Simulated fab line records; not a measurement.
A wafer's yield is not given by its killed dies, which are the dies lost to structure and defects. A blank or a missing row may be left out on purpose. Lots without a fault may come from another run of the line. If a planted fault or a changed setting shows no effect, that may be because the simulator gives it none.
A lot that was struck, set against a sound lot | flow rit-cmos | 16 out of 202 route steps
Sound: the wafers L843.1, L843.2, L843.6. Wafers struck: L851.3, L851.4, L851.5. At the end, the cause is stated.
At each step with rows: each side's tool, then ch and its chambers, then its first start. Under that, the readings that differ: sound wafers | struck wafers | difference of the means | sigmas: that difference in standard deviations of wafers without a fault.
alike: readings whose means differ by less than 2 such deviations, and words and numbers that are the same on both sides. not compared: withheld readings, readings that some wafer has no value for, bounds like >300 that may hide the same value, and numbers for which the record gives no deviation and whose values overlap.
Wherever a step has rows on one side only, a row that says differs or no value, or a row with sigmas, the two part there. When numbers do not overlap yet have no deviation, they are printed without sigmas and do not part them. Lack of a reading on every wafer of one side parts them only where that side has two or more wafers.

RIT_ACTIVE_BOW_MEAS_00:
  sound on film-metro-04 at day 3 12:00; struck on film-metro-04 at day 5 04:02
  alike: INCOMING_BOW
then, 1 step without rows for these wafers: RIT_ACTIVE_OXIDATION_01 (target thk 46.8 nm, ox time 3360 s).
RIT_ACTIVE_THK_MEAS_02:
  sound on film-metro-01 at day 3 16:08; struck on film-metro-04 at day 5 07:07
  alike: ACTIVE_OXIDE_THK
then, 1 step without rows for these wafers: RIT_ACTIVE_CVD_03 (deposits Si3N4 from SiH2Cl2/NH3, target thk 150 nm, time 1500 s).
RIT_ACTIVE_THK_MEAS_04:
  sound on film-metro-01 at day 3 18:22; struck on film-metro-01 at day 5 08:35
  reading                 | sound             | struck            | difference | sigmas
  ACTIVE_NITRIDE_THK (nm) | 149.5 151.1 148.5 | 148.2 147.1 147.1 | -2.2       | -2
then, 1 step without rows for these wafers: RIT_ACTIVE_HMDS_05 (prime time 60 s).
RIT_ACTIVE_COAT_06: resist thk 1000 nm.
  sound on litho-track-02 ch 0, day 3 18:34; struck on litho-track-02 ch 0, day 5 08:50
  reading                                     | sound                | struck               | difference | sigmas
  spin-speed-rpm (rpm)                        | 3251.3 3250.8 3245.8 | 3525.7 3519.3 3521.2 | +272.8     | +97
  model.NOVOLAK_of_ACTIVE_COAT_06.thk-nm (nm) | 1001 1000 1001       | 958.3 958.2 959      | -42.2      |
  alike: resist-line-temp-C
then, 4 steps without rows for these wafers: RIT_ACTIVE_SOFTBAKE_07 (time 60 s); RIT_ACTIVE_EXPOSE_08 (exposes mask M1, target cd 1400 nm); RIT_ACTIVE_PEB_09; RIT_ACTIVE_DEVELOP_10 (develop time 50 s).
RIT_ACTIVE_CD_MEAS_11: the cd target is 1400 nm.
  sound on cd-sem-02 at day 3 19:23; struck on cd-sem-01 at day 5 09:38
  reading    | sound                | struck               | difference | sigmas
  cd-nm (nm) | 1398.8 1399.0 1400.9 | 1395.5 1393.0 1393.9 | -5.4       | -3
then, 1 step without rows for these wafers: RIT_ACTIVE_HARDBAKE_12 (time 60 s).
RIT_ACTIVE_ETCH_13: etches Si3N4 in SF6, stops on SiO2, time 210 s, target depth 210 nm.
  sound on rie-diel-03 ch 1,2,3, day 3 19:40; struck on rie-diel-03 ch 1,3, day 5 09:52
  reading                                     | sound             | struck          | difference | sigmas
  model.NOVOLAK_of_ACTIVE_COAT_06.thk-nm (nm) | 655.9 656.6 655.1 | 618.5 617.7 619 | -37.5      |
  alike: SF6_flow_sccm, drypump-motor-current-A, oes-product-au, throttle-valve-pct
  not compared: rf-hours-counter-h
RIT_ACTIVE_STRIP_14: strips in O2, time 180 s.
  sound on plasma-asher-03 ch 0,1, day 3 19:47; struck on plasma-asher-03 ch 0,1, day 5 10:04
  alike: drypump-motor-current-A
  not compared: rf-hours-counter-h
RIT_M1_PROBE_99:
  sound on prober-01 at day 5 23:17; struck on prober-02 at day 7 07:34
  alike: killed-at-front-end, killed-dies, killed-on-rim, killed-open, killed-short

## WHERE THEY PART
Last at RIT_ACTIVE_CD_MEAS_11 as far as this record goes, first at RIT_ACTIVE_THK_MEAS_04. Later steps at which nothing parts them and some readings are alike: RIT_ACTIVE_ETCH_13, RIT_ACTIVE_STRIP_14, RIT_M1_PROBE_99.

WHY: the cause the simulator had injected
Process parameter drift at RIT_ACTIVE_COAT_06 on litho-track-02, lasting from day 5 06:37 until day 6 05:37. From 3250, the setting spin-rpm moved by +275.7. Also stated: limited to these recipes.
